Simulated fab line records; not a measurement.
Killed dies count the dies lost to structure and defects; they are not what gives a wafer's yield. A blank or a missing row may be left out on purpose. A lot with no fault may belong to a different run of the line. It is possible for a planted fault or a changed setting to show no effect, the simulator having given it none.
Which of the tools did it? -- flow ritCmos -- 13 lots, 39 wafers sampled, at 2 steps of a route of 202

WHAT THE GAUGES READ, wafer by wafer
No reading from a measuring or inspecting step in the record can be judged against a usual standard deviation.

EACH LOT AND THE TOOL THAT RAN IT (in order: tool; ch and the chambers of the sampled wafers; start)
lot,RIT_REOX_CLEAN_02,RIT_M1_PROBE_99
L898,"wetBench-04 ch 3, day 2 13:30",-
L899,"wetBench-04 ch 3, day 2 19:19",-
L901,"wetBench-04 ch 2, day 3 07:56","prober-02, day 4 03:32"
L902,"wetBench-02 ch 0, day 3 10:46",-
L903,"wetBench-02 ch 2, day 3 15:42",-
L904,"wetBench-02 ch 3, day 3 22:30",-
L905,"wetBench-02 ch 0, day 4 05:04",-
L906,"wetBench-01 ch 3, day 4 06:32",-
L910,"wetBench-01 ch 1, day 5 00:56",-
L915,"wetBench-01 ch 2, day 6 02:59","prober-02, day 6 22:41"
L917,"wetBench-04 ch 0, day 6 12:34","prober-02, day 7 09:05"
L919,"wetBench-01 ch 0, day 6 22:38",-
L920,"wetBench-01 ch 1, day 7 03:46","prober-01, day 7 23:32"
- RIT_REOX_CLEAN_02: cleans in SC2, time 600 s.
- RIT_M1_PROBE_99

AS READ BY THE TOOLS THEMSELVES (means over the sampled wafers that have a number; for cases with no such wafer, the mark the record gives instead)
RIT_REOX_CLEAN_02.
lot,tool,runLengthS (s)
L898,wetBench-04,636
L899,wetBench-04,626
L901,wetBench-04,625
L902,wetBench-02,633
L903,wetBench-02,634
L904,wetBench-02,633
L905,wetBench-02,633
L906,wetBench-01,625
L910,wetBench-01,631
L915,wetBench-01,595
L917,wetBench-04,626
L919,wetBench-01,623
L920,wetBench-01,625

RIT_M1_PROBE_99.
lot,tool,killedAtContacts,killedAtFrontEnd,killedDies,killedOpen,killedShort
L901,prober-02,0.0,2.3,2,2.0,0.3
L915,prober-02,0.3,6.0,6,4.0,2.3
L917,prober-02,0.0,4.3,4,2.3,2.0
L920,prober-01,0.0,7.3,7,2.7,4.0

THE ANSWER, worked out from the rows above alone
Rule: usual is defined by the lots themselves. The widest of any qualifying gaps counts: lots, ordered by their means at a reading, are off when they make up no more than a third of the lots, leave a main group of 4 or more, and stand apart from it by 3 or more times the standard deviation of that group's means. A main group whose means are all the same, to the digits that the tables above print for the reading, isn't used. A lot without any number at a reading at which 4 lots or more have one is off too. The other lots that the step has rows for count as sound. Order of review: gauges by route order, followed by the tools' own readings, for which a lot's mean as printed above is used. At the first step where some lot is off, the reading lying furthest off is the one used; lots without a number count as furthest.
Off at RIT_REOX_CLEAN_02 (runLengthS): L915. The main group has a mean of 629 s with a standard deviation of 4.4.
If a tool, at that step or one of the process steps before it, ran each lot that is off and ran no sound lot following the first of them, it fits. Not one of the candidates tried fits.

WHAT THE SIMULATOR HAD PUT IN
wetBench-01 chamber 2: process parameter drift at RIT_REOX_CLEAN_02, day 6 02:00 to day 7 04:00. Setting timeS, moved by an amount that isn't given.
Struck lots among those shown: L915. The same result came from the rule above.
